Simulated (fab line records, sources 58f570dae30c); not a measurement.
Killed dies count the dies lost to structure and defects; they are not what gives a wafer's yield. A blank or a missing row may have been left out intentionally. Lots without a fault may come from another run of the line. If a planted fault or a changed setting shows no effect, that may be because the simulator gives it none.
A lot that was struck, set against a sound lot | flow berkeley-cmos170 | 14 steps out of a route of 331
Sound: the wafers L423.1, L423.2, L423.3. Struck: wafers L412.3, L412.4, L412.5. The cause is given at the end.
Each step with rows lists, per side, the tool, then ch with its chambers, then its first start. Under that, the readings that differ: sound wafers | struck wafers | difference of the means | sigmas: that difference in standard deviations of wafers without a fault.
alike: same words and numbers on both sides, and readings whose means sit less than 2 such deviations apart. not compared: any withheld reading, any reading some wafer has no value for, any bound like >300 that may hide the same value, and any number with overlapping values for which the record gives no deviation.
A row with sigmas, a row that says differs or no value, or rows on one side alone: a step with any of these is where the two part. Non-overlapping numbers with no deviation appear without sigmas and do not part them. A reading that every wafer of one side lacks parts them only if that side has two wafers or more.

first, 3 steps without rows for these wafers: UCB170_PSD_EXPOSE_03 (exposes mask PSELECT MOD, target cd 1200 nm); UCB170_PSD_PEB_04; UCB170_PSD_DEVELOP_05 (develop time 45 s).
UCB170_PSD_CD_MEAS_06: the cd target is 1200 nm.
  struck on cd-sem-02, day 8 12:13; sound on cd-sem-01, day 10 21:56
  alike: cd-nm
UCB170_PSD_OVL_MEAS_07:
  struck on overlay-02, day 8 12:18; sound on overlay-02, day 10 22:03
  alike: PSD_OVL
after that, 1 step had no rows for these wafers: UCB170_PSD_IMPLANT_08.
UCB170_PSD_STRIP_09: strips in O2.
  sound on plasma-asher-03 ch 0,1, day 10 22:14; struck on plasma-asher-01 ch 0,1, day 8 12:31
  alike: chamber-pressure-mTorr, drypump-motor-current-A, oes-product-au, strip-time-to-endpoint-s
  not compared: rf-hours-counter-h
UCB170_PSD_TW_MEAS_10:
  struck on film-metro-02, day 8 12:36; sound on film-metro-01, day 10 22:21
  alike: PSD_TW
then, 4 steps without rows for these wafers: UCB170_PSD_CLEAN_11 (cleans in SPM, time 600 s); UCB170_NSD_HMDS_00 (prime time 60 s); UCB170_NSD_COAT_01 (resist thk 900 nm); UCB170_NSD_SOFTBAKE_02 (time 60 s).
UCB170_NSD_EXPOSE_03: exposes mask NSELECT MOD, target cd 1200 nm.
  sound on krf-scanner-02 ch 0, day 10 23:10; struck on krf-scanner-01, day 8 13:26
  no value came back on the struck wafers for exposure-dose-mJ-cm2, focus-offset-nm (nm); on the sound wafers exposure-dose-mJ-cm2 reads 29.96 29.97 29.99
  alike: mask
after that, 1 step had no rows for these wafers: UCB170_NSD_PEB_04.

## WHERE THEY PART
Only at UCB170_NSD_EXPOSE_03, within this record.

WHY: what the simulator had put in
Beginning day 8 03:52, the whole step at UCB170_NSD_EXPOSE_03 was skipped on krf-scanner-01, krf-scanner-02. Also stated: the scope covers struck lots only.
